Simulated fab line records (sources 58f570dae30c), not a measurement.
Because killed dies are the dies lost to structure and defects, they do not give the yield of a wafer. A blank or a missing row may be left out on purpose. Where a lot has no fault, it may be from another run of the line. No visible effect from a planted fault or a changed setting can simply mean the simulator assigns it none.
The tool behind it: which one? | flow berkeley_cmos170 | route of 331 steps, sampled at 1 step: 7 lots, 21 wafers

## WHAT EACH GAUGE READ, for each wafer
UCB170_SILICIDE_THK_MEAS_03: measures by xrf.
lot  | measured     | on            | SILICIDE_TI_THK (nm)
L675 | day 7 12:00  | film_metro-03 | 30.6 30.8 30.8
L676 | day 7 12:23  | film_metro-01 | 30.2 30.5 30.2
L680 | day 7 16:49  | film_metro-04 | 30.4 30.1 30.1
L681 | day 8 12:20  | film_metro-01 | 30.5 30.6 30.2
L684 | day 8 17:51  | film_metro-01 | 30.7 31.0 31.0
L694 | day 11 09:05 | film_metro-03 | 30.6 30.9 30.8
L698 | day 11 19:49 | film_metro-03 | 30.7 30.8 30.7

## WHAT TOOL EACH LOT RAN ON (gives the tool, then ch and the chambers of the sampled wafers, and finally the start)
The record shows no process step preceding these readings.

## THE ANSWER, worked out from the rows above alone
Rule: the lots themselves supply what counts as usual. Put in order of their means at a reading, lots are off if they are a third of the lots or fewer, leave a main group of 4 or more, and stand apart from it by a gap of 3 or more times the standard deviation of the main group's means; of several such gaps the widest counts. A main group is skipped when, at the precision printed for the reading in the tables above, its means are all equal. Also off: a lot with no number at a reading for which 4 or more lots have one. The other lots that the step has rows for count as sound.
Nothing can be told from this: no lot is off at any reading shown.

## WHAT THE SIMULATOR HAD INSERTED
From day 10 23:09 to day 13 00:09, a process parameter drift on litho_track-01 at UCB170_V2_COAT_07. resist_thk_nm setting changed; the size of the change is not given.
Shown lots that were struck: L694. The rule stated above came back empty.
